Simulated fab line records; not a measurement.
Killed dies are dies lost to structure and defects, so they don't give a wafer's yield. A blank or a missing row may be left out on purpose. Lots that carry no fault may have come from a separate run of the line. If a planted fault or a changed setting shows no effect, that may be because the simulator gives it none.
Problem report in the 8D (eight disciplines) form, filled by code	flow ritCmos	the parts of the form that need people (team, actions taken, sign-off) are left out

## 1. WHAT WENT WRONG
Across 6 wafers from 2 lots, PSD_TW at RIT_PSD_TW_MEAS_10 averages 30, while fault-free wafers read 3418 with a standard deviation of 27. So: -99 or more standard deviations from the usual mean.
Seen first at day 6 15:50 on filmMetro-01, wafer L649.1. The record holds 42 wafers of 14 lots with a number at this step. The rule behind "out" and "out of limits": a value lying over 4 standard deviations away from the usual mean. The other wafers with a number count as sound.

## 2. WHAT THIS IS AND IS NOT
question	is	is not
which readings at this step	PSD_TW	-
which lots	L649, L653	L634, L635, L636, L637, L638, L639, L641, L643, L644, L646, L648, L655
which wafers of those lots	all that have a number	-
read on which gauges	filmMetro-01, filmMetro-04	filmMetro-02
when	from day 6 15:50	up to then (33 sound wafers); but 3 sound wafers of L655 came after

## 3. SUSPECTS, AND WHAT RULES EACH OUT
Counting: a tool stays on the suspect list if, at a process step up to the reading, it processed all lots that are out and no sound lot following the first of them.
- the gauge at RIT_PSD_TW_MEAS_10: ruled out. Those wafers that are out were read across 2 gauges (filmMetro-01, filmMetro-04).
- lithoTrack-01 at RIT_PSD_DEVELOP_05 (develop time 50 s): kept. It processed each lot that is out, first L649 at day 6 15:00, and no sound lot thereafter; up to then, the last sound lot it processed was L648 at day 6 14:00.
Remaining after the count: lithoTrack-01 at RIT_PSD_DEVELOP_05.

## 4. THE CAUSE (what the simulator had put in)
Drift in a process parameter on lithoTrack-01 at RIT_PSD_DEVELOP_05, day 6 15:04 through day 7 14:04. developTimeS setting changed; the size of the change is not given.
This tool alone remained once counting was done.

## 5. SEQUENCE OF EFFECTS, ordered by route
Each row: a reading whose mean over the struck wafers that have a number lies more than 3 standard deviations from the usual. Only readings whose record carries a usual standard deviation are examined. hours: median over the lots of the time between each lot's start at the first step of this table that gives one and its start at this step. sigmas: the change, counted in usual standard deviations.
hours	step	reading	usual	on struck wafers	change	sigmas
0	RIT_PSD_TW_MEAS_10	PSD_TW	3418	30	-3388	-99 or more

## 6. WHAT WOULD HAVE CAUGHT IT SOONER
In this record the first reading out of limits at a measuring or inspecting step was taken at day 6 15:50, 1 hour after the fault began at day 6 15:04.
An alarm limit of 4 standard deviations would not have fired on the tool readings at RIT_PSD_DEVELOP_05 for which the record gives a usual standard deviation, since none of them was out on any struck wafer.
Among the 2 lots that are out, L653 began RIT_PSD_DEVELOP_05 on lithoTrack-01 after day 6 15:50. Had the tool been put on hold then, it would have been spared.
